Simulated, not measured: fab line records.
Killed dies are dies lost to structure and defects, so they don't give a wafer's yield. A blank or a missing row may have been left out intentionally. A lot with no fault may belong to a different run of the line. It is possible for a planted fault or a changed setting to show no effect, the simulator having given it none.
Which of the tools did it? ; flow berkeley_cmos170 ; 14 lots, 42 wafers sampled, at 4 steps of a route of 331

== WHAT THE GAUGES READ, wafer by wafer ==
UCB170_V1_OVL_MEAS_13.
lot;measured;on;V1_OVL (nm)
L876;day 7 05:41;overlay-01;-4 -8 -3
L877;day 7 05:29;overlay-02;2 -2 -3
L880;day 8 05:06;overlay-02;-8 -6 2
L881;day 8 05:24;overlay-01;-1 -8 -4
L885;day 9 05:22;overlay-01;7 2 2
L886;day 9 07:35;overlay-01;-4 -1 2
L887;day 9 20:50;overlay-02;0 -10 -8
L889;day 10 03:06;overlay-02;7 5 1
L890;day 10 14:51;overlay-01;-1 -8 -2
L893;day 10 16:17;overlay-02;-4 -6 1
L895;day 11 10:12;overlay-01;0 1 7
L897;day 11 19:16;overlay-01;7 4 1
L898;day 11 19:32;overlay-01;-14 -3 -11
L899;day 11 23:06;overlay-02;7 1 -5

UCB170_M3_CD_MEAS_15 targets a cd of 700 nm.
lot;measured;on;cd_nm (nm)
L876;day 7 17:22;cd_sem-02;700.7 698.4 700.8
L877;day 7 16:59;cd_sem-02;700.8 698.9 699.0
L880;day 8 14:26;cd_sem-01;700.3 699.2 699.1
L881;day 8 14:35;cd_sem-01;701.3 698.6 699.6
L885;day 9 15:29;cd_sem-01;700.4 700.5 700.3
L886;day 9 17:20;cd_sem-02;699.6 699.2 700.7
L887;day 10 07:47;cd_sem-01;699.8 701.6 701.9
L889;day 10 10:58;cd_sem-02;698.3 698.8 697.9
L890;day 11 01:20;cd_sem-01;697.5 696.9 698.5
L893;day 11 02:29;cd_sem-02;698.8 698.8 699.2
L895;day 11 18:41;cd_sem-02;699.5 698.9 699.7
L897;day 12 02:38;cd_sem-02;699.9 700.5 699.1
L898;day 12 03:22;cd_sem-01;700.1 698.7 700.1
L899;day 12 07:02;cd_sem-01;699.9 699.0 701.2

UCB170_M3_CD_MEAS_90 targets a cd of 700 nm.
lot;measured;on;cd_nm (nm)
L876;day 7 17:52;cd_sem-01;705 703 704
L877;day 7 17:28;cd_sem-01;704 695 703
L880;day 8 15:07;cd_sem-01;709 706 707
L881;day 8 15:05;cd_sem-02;702 699 704
L885;day 9 15:59;cd_sem-01;702 701 712
L886;day 9 18:01;cd_sem-01;702 701 704
L887;day 10 08:16;cd_sem-02;701 704 705
L889;day 10 11:27;cd_sem-01;698 700 705
L890;day 11 01:50;cd_sem-01;706 701 701
L893;day 11 02:58;cd_sem-02;699 698 698
L895;day 11 19:11;cd_sem-01;704 705 701
L897;day 12 03:07;cd_sem-01;703 708 698
L898;day 12 03:51;cd_sem-02;706 701 699
L899;day 12 07:31;cd_sem-02;700 708 701

== TOOL THAT RAN EACH LOT (tool first, then ch and the chambers of the sampled wafers, then the start) ==
lot;UCB170_WELLDRIVE_OXIDATION_01
L876;furnace-01 ch 0, day 3 06:40
L877;furnace-01 ch 0, day 3 06:40
L880;furnace-02 ch 0, day 4 05:34
L881;furnace-02 ch 0, day 4 05:34
L885;furnace-02 ch 0, day 5 05:11
L886;furnace-01 ch 0, day 5 09:49
L887;furnace-01 ch 0, day 5 17:58
L889;furnace-03 ch 0, day 6 04:56
L890;furnace-02 ch 0, day 6 13:45
L893;furnace-02 ch 0, day 6 22:52
L895;furnace-03 ch 0, day 7 09:34
L897;furnace-02 ch 0, day 7 23:00
L898;furnace-02 ch 0, day 7 23:00
L899;furnace-02 ch 0, day 8 11:02
- UCB170_WELLDRIVE_OXIDATION_01: target thk 199 nm, ox time 9000 s.

== AS READ BY THE TOOLS THEMSELVES (means over the sampled wafers that have a number; for cases with no such wafer, the mark the record gives instead) ==
The record holds no such reading with a usual standard deviation.

== THE ANSWER, worked out from the rows above alone ==
Rule: usual is defined by the lots themselves. Put in order of their means at a reading, lots are off if they are a third of the lots or fewer, leave a main group of 4 or more, and stand apart from it by a gap of 3 or more times the standard deviation of the main group's means; of several such gaps the widest counts. A main group is skipped when, at the precision printed for the reading in the tables above, its means are all equal. A lot without any number at a reading at which 4 lots or more have one is off too. Any other lot the step has rows for is counted as sound. After the gauges, taken in route order, come the tools' own readings; for these a lot's mean is taken, as printed above. At the first step where some lot is off, the reading lying furthest off is the one used; lots without a number count as furthest.
Nothing can be told from this: no lot is off at any reading shown.

== WHAT THE SIMULATOR HAD INSERTED ==
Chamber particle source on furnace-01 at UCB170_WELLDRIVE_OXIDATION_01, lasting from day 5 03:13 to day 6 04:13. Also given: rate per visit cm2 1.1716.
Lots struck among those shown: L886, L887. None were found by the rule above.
